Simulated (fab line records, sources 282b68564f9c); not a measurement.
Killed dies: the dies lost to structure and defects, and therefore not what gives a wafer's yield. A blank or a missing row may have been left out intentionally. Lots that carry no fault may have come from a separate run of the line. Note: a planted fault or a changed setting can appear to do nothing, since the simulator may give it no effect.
fab line records	flow ritCmos
record: lots: 7	wafers: 21	lastDay: 7
route steps=202 shown NWELL@30 PWELL@39
lots untouched by any fault: they come from a run of this same line in which no faults occurred
startH: start of the lot's first displayed wafer, in hours after the record's first day	waitH: time in hours since the lot's previous step	" same as the row above	L1.1+2: a single row standing in for several wafers	- no value, or no start was given	* or withheld: withheld	< > ~ a bound
route shown NAME@n: a module of which the file shows steps, and the number in the route of the first	usual: mean and standard deviation over wafers with no fault	same: alike in all rows	chamber/n: place in a boat	sites: each site's reading	_std_site: the standard deviation of these	_edge_site: outer sites' mean less inner sites'	radiusMm: for every site, how far away it sits from the centre of the wafer	mask NAME#n: copy n	behind: the tool/chamber that last shaped the wafer	hold: why the lot went on hold/how many hours it stayed there/how the hold came to an end	device: which transistor (n, p or np) failed to switch	end of line: the tests these same wafers got at the end of their route	a step given without rows: its recipe and nothing more	killed: dies that structure and defects cost at the first sort, which is not the same as the wafer's yield	map: a wafer's dies, x killed, . not, _ none there
set.NAME: the setting as run; set.NAME@STEP: as run at that earlier step	model.NAME: the simulator's own value behind a step, which no gauge read
lots seen at some steps along the route; tables by step, rows by wafer
services: when a tool's chamber went out of use (startH, in hours from the record's first day, below 0 if earlier), for how many hours, and the reason
== steps ==
step: RIT_NWELL_SOFTBAKE_02
recipe: resist: NOVOLAK	tempC: 90	timeS: 60
step: RIT_NWELL_EXPOSE_03
recipe: maskId: M2	na: 0.57	targetCdNm: 43900	doseMj: 250
step: RIT_NWELL_PEB_04
recipe: resist: NOVOLAK	tempC: withheld	timeS: withheld
step: RIT_NWELL_DEVELOP_05
recipe: resist: NOVOLAK	developTimeS: 68	devTempC: 23
step: RIT_NWELL_OVL_MEAS_06
usual: NWELL_OVL: 0.6/1.4
lot.wafer	tool	chamber	startH	waitH	NWELL_OVL[nm]
L841.1	overlay-02	-	31.75	-	1.8
L841.4	"	-	"	"	1.9
L841.6	"	-	"	"	1.8
L845.1	overlay-02	-	51.64	-	1.6
L845.3	"	-	"	"	0.8
L845.4	"	-	"	"	0.8
L847.3	overlay-01	-	60.96	-	2.7
L847.4	"	-	"	"	2.5
L847.6	"	-	"	"	1.0
L848.1	overlay-01	-	67.55	-	-0.1
L848.2	"	-	"	"	-1.5
L848.4	"	-	"	"	-0.2
L849.3	overlay-02	-	70.33	-	3.5
L849.4	"	-	"	"	3.7
L849.6	"	-	"	"	2.7
L858.3	overlay-02	-	115.14	-	2.0
L858.4	"	-	"	"	1.0
L858.6	"	-	"	"	2.6
L860.3	overlay-01	-	125.43	-	-0.9
L860.4	"	-	"	"	0.6
L860.5	"	-	"	"	-0.5
step: RIT_NWELL_HARDBAKE_07
recipe: resist: NOVOLAK	tempC: 140	timeS: 120
step: RIT_NWELL_IMPLANT_08
recipe: species: P	energyKev: 170	doseCm2: 5e+13	tiltDeg: 7
step: RIT_NWELL_STRIP_09
recipe: chemistry: O2	timeS: 180	resist: NOVOLAK	platenTempC: withheld	powerW: 500	pressureMtorr: 4000	o2FlowSccm: 4000
usual: drypumpMotorCurrentA: 5.3/0.5
lot.wafer	tool	chamber	startH	waitH	drypumpMotorCurrentA	rfHoursCounterH
L841.1	plasmaAsher-04	1	32.26	0.1	4.9	41
L841.4	"	0	"	"	6.3	-
L841.6	"	0	"	"	6.3	-
L845.1	plasmaAsher-04	0	52.08	0.1	6.3	43
L845.3	"	0	"	"	6.3	-
L845.4	"	1	"	"	4.9	-
L847.3	plasmaAsher-02	1	61.44	0.1	5.5	-
L847.4	"	0	"	"	4.7	-
L847.6	"	0	"	"	4.7	-
L848.1	plasmaAsher-02	0	67.98	0.1	4.7	29
L848.2	"	1	"	"	5.5	29
L848.4	"	1	"	"	5.5	-
L849.3	plasmaAsher-04	0	70.81	0.1	6.3	-
L849.4	"	1	"	"	4.8	-
L849.6	"	0	"	"	6.3	-
L858.3	plasmaAsher-02	1	115.62	0.1	5.5	-
L858.4	"	0	"	"	4.7	-
L858.6	"	0	"	"	4.7	-
L860.3	plasmaAsher-02	1	125.91	0.1	5.5	-
L860.4	"	0	"	"	4.7	-
L860.5	"	0	"	"	4.7	-
step: RIT_NWELL_TW_MEAS_10
usual: NWELL_TW: 2151/15
lot.wafer	tool	chamber	startH	waitH	NWELL_TW
L841.1	filmMetro-02	-	32.43	0.1	2184
L841.4	"	-	"	"	2172
L841.6	"	-	"	"	2175
L845.1	filmMetro-04	-	52.25	0.1	2142
L845.3	"	-	"	"	2142
L845.4	"	-	"	"	2140
L847.3	filmMetro-04	-	61.58	0.1	2129
L847.4	"	-	"	"	2142
L847.6	"	-	"	"	2135
L848.1	filmMetro-02	-	68.16	0.1	2147
L848.2	"	-	"	"	2153
L848.4	"	-	"	"	2149
L849.3	filmMetro-03	-	70.95	0.1	2156
L849.4	"	-	"	"	2164
L849.6	"	-	"	"	2178
L858.3	filmMetro-04	-	115.76	0.1	2135
L858.4	"	-	"	"	2142
L858.6	"	-	"	"	2135
L860.3	filmMetro-03	-	126.04	0.1	2160
L860.4	"	-	"	"	2162
L860.5	"	-	"	"	2170
step: RIT_PWELL_HMDS_00
recipe: primeTimeS: 60	primeTempC: 140
step: RIT_PWELL_COAT_01
recipe: resist: NOVOLAK	spinRpm: 2000	resistThkNm: 1300
step: RIT_PWELL_SOFTBAKE_02
recipe: resist: NOVOLAK	tempC: 90	timeS: 60
step: RIT_PWELL_EXPOSE_03
recipe: maskId: M3	na: 0.57	targetCdNm: 43700	doseMj: 250
usual: exposureDoseMJCm2: 250.00/0.25	focusOffsetNm: 0.1/0.52
lot.wafer	tool	chamber	startH	waitH	mask	exposureDoseMJCm2	focusOffsetNm
L841.1	ilineStepper-01	0	32.94	0.1	M3#0	249.55	-0.3
L841.4	"	0	"	"	M3#0	249.77	-0.3
L841.6	"	0	"	"	M3#0	249.62	0.3
L845.1	ilineStepper-02	0	52.89	0.2	M3#0	250.32	0.7
L845.3	"	0	"	"	M3#0	249.83	1.0
L845.4	"	0	"	"	M3#0	250.28	0.3
L847.3	ilineStepper-01	-	62.29	0.2	M3#0	-	-
L847.4	"	-	"	"	M3#0	-	-
L847.6	"	-	"	"	M3#0	-	-
L848.1	ilineStepper-02	-	68.79	0.2	M3#0	-	-
L848.2	"	-	"	"	M3#0	-	-
L848.4	"	-	"	"	M3#0	-	-
L849.3	ilineStepper-02	-	71.48	0.1	M3#0	-	-
L849.4	"	-	"	"	M3#0	-	-
L849.6	"	-	"	"	M3#0	-	-
L858.3	ilineStepper-01	0	116.41	0.2	M3#0	250.13	0.3
L858.4	"	0	"	"	M3#0	250.06	0.4
L858.6	"	0	"	"	M3#0	250.07	-0.4
L860.3	ilineStepper-01	0	126.57	0.1	M3#0	249.82	-0.6
L860.4	"	0	"	"	M3#0	249.76	-0.4
L860.5	"	0	"	"	M3#0	250.15	-0.3
step: RIT_PWELL_PEB_04
recipe: resist: NOVOLAK	tempC: withheld	timeS: withheld
== services ==
tool	chamber	startH	hours	kind
ilineStepper-02	-	14.64	4.4	pm
ilineStepper-01	-	19.16	4.4	pm
ilineStepper-02	-	34.93	1.7	pm
plasmaAsher-02	-	50.59	2.3	repair
plasmaAsher-02	-	77.20	0.7	repair
plasmaAsher-02	-	78.69	1.6	repair
plasmaAsher-02	-	88.25	2.5	repair
ilineStepper-01	0	101.34	-	calibration
== key ==
firstSign: step: RIT_PWELL_EXPOSE_03	reading: toolRecord	direction: missing
effect none on later readings
metAt RIT_PWELL_EXPOSE_03
struckWafers L847.3,L847.4,L847.6,L848.1,L848.2,L848.4,L849.3,L849.4,L849.6
sortLeftOut L847.3,L847.4,L847.6,L848.1,L848.2,L848.4,L849.3,L849.4,L849.6
testerLeftOut L847,L848,L849
onsetBetween 52.89 62.29
fault: kind: skippedStepWhole	tool: ilineStepper-01,ilineStepper-02	chamber: -	onsetH: 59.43	steps: RIT_PWELL_EXPOSE_03	scope: struckLotsOnly
testerLeftOut: of these lots the tester's yield and bins aren't shown, on N5 and GAA mostly nor the transistor test; their killed dies are dies lost to structure and defects alone, not to doping, threshold or leakage, so they don't give the yield
sortLeftOut: the simulated sort isn't trusted on such a fault, so these wafers' sort isn't shown, and their yield isn't known
